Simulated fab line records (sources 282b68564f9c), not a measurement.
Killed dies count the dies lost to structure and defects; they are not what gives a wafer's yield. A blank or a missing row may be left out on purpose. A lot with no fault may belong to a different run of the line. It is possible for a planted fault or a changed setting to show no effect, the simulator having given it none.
Check for tools in common / flow rit cmos / Lots sampled 14, wafers sampled 42

THE REASON FOR OPENING IT
At RIT_SDANNEAL_RS_MEAS_05 the reading NSD_RS is flagged on 2 of 14 lots. Wafers without a fault read 84.51 ohm/sq, standard deviation 0.28.
Rule: a lot is flagged when every wafer of it that has a number lies more than 4 standard deviations from that mean, or none has a number. As for the other lots, they are considered sound.

lot=L711; measured=day 3 08:16; on=film metro-01; NSD_RS (ohm/sq), wafer by wafer=84.05 84.31 84.16; flag=
lot=L712; measured=day 3 10:47; on=film metro-01; NSD_RS (ohm/sq), wafer by wafer=84.72 84.70 84.37; flag=
lot=L714; measured=day 3 19:23; on=film metro-04; NSD_RS (ohm/sq), wafer by wafer=84.43 84.83 84.64; flag=
lot=L715; measured=day 3 22:37; on=film metro-01; NSD_RS (ohm/sq), wafer by wafer=84.16 84.56 84.42; flag=
lot=L717; measured=day 4 07:31; on=film metro-04; NSD_RS (ohm/sq), wafer by wafer=84.45 84.51 84.60; flag=
lot=L719; measured=day 4 20:41; on=film metro-01; NSD_RS (ohm/sq), wafer by wafer=84.43 84.42 84.88; flag=
lot=L720; measured=day 4 23:32; on=film metro-03; NSD_RS (ohm/sq), wafer by wafer=84.55 84.35 84.37; flag=
lot=L722; measured=day 5 10:07; on=film metro-03; NSD_RS (ohm/sq), wafer by wafer=84.64 84.47 84.63; flag=
lot=L723; measured=day 5 13:16; on=film metro-01; NSD_RS (ohm/sq), wafer by wafer=86.06 86.16 86.17; flag=FLAGGED
lot=L724; measured=day 5 19:52; on=film metro-01; NSD_RS (ohm/sq), wafer by wafer=84.66 84.83 85.05; flag=
lot=L726; measured=day 6 09:35; on=film metro-04; NSD_RS (ohm/sq), wafer by wafer=86.07 86.37 86.71; flag=FLAGGED
lot=L731; measured=day 7 14:56; on=film metro-03; NSD_RS (ohm/sq), wafer by wafer=84.87 84.72 84.80; flag=
lot=L732; measured=day 7 19:56; on=film metro-03; NSD_RS (ohm/sq), wafer by wafer=84.91 84.45 84.74; flag=
lot=L734; measured=day 8 07:26; on=film metro-04; NSD_RS (ohm/sq), wafer by wafer=84.36 84.23 84.23; flag=
On average the flagged lots' numbers are 86.26 ohm/sq, which is +1.75 ohm/sq against the usual, or +6 standard deviations.

WHICH TOOL RAN EACH LOT
The record holds 1 process step before the reading, out of a route of 202 steps. Read each cell as the tool, then ch plus the chambers that the sampled wafers visited, then the start.
lot=L711; flag=; RIT_NSD_IMPLANT_08=implanter-04 ch 0, day 3 05:37
lot=L712; flag=; RIT_NSD_IMPLANT_08=implanter-01 ch 0, day 3 08:10
lot=L714; flag=; RIT_NSD_IMPLANT_08=implanter-04 ch 0, day 3 16:44
lot=L715; flag=; RIT_NSD_IMPLANT_08=implanter-01 ch 0, day 3 19:55
lot=L717; flag=; RIT_NSD_IMPLANT_08=implanter-01 ch 0, day 4 05:08
lot=L719; flag=; RIT_NSD_IMPLANT_08=implanter-03 ch 0, day 4 18:13
lot=L720; flag=; RIT_NSD_IMPLANT_08=implanter-04 ch 0, day 4 21:11
lot=L722; flag=; RIT_NSD_IMPLANT_08=implanter-03 ch 0, day 5 07:39
lot=L723; flag=FLAGGED; RIT_NSD_IMPLANT_08=implanter-04 ch 0, day 5 10:54
lot=L724; flag=; RIT_NSD_IMPLANT_08=implanter-03 ch 0, day 5 17:29
lot=L726; flag=FLAGGED; RIT_NSD_IMPLANT_08=implanter-04 ch 0, day 6 06:53
lot=L731; flag=; RIT_NSD_IMPLANT_08=implanter-03 ch 0, day 7 12:28
lot=L732; flag=; RIT_NSD_IMPLANT_08=implanter-03 ch 0, day 7 17:28
lot=L734; flag=; RIT_NSD_IMPLANT_08=implanter-01 ch 0, day 8 04:56
What is done by these steps:
- RIT_NSD_IMPLANT_08
- RIT_SDANNEAL_RS_MEAS_05: measures by four-point-probe.

FLAGGED OVER TOTAL, TOOL BY TOOL (the gauges that took the reading come last)
step=RIT_NSD_IMPLANT_08; tool=implanter-01; lots run=4; flagged=0; share of the flagged lots=none; sound lots run after its first flagged lot=-
step=RIT_NSD_IMPLANT_08; tool=implanter-03; lots run=5; flagged=0; share of the flagged lots=none; sound lots run after its first flagged lot=-
step=RIT_NSD_IMPLANT_08; tool=implanter-04; lots run=5; flagged=2; share of the flagged lots=all; sound lots run after its first flagged lot=0
step=RIT_SDANNEAL_RS_MEAS_05; tool=film metro-01; lots run=6; flagged=1; share of the flagged lots=some; sound lots run after its first flagged lot=1 (L724)
step=RIT_SDANNEAL_RS_MEAS_05; tool=film metro-03; lots run=4; flagged=0; share of the flagged lots=none; sound lots run after its first flagged lot=-
step=RIT_SDANNEAL_RS_MEAS_05; tool=film metro-04; lots run=4; flagged=1; share of the flagged lots=some; sound lots run after its first flagged lot=1 (L734)

WHAT THE TABLE ALLOWS
Rows of the table that ran each flagged lot: 1, that is implanter-04 at RIT_NSD_IMPLANT_08.
- implanter-04 at RIT_NSD_IMPLANT_08 ran 5 lots, 2 of them flagged. Its last sound lot is L720 (day 4 21:11), its first flagged lot L723 (day 5 10:54): a fault that began between those two fits. Its own readings (beam energy keV) fall more than 4 standard deviations out on all wafers of the flagged lots.
What remains is a single tool, implanter-04 at RIT_NSD_IMPLANT_08.

WHAT HAD BEEN PUT IN BY THE SIMULATOR
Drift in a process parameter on implanter-04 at RIT_NSD_IMPLANT_08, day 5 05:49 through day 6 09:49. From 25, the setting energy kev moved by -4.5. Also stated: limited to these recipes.
Lots struck among those shown: L723, L726. This agrees with what the rule above found.
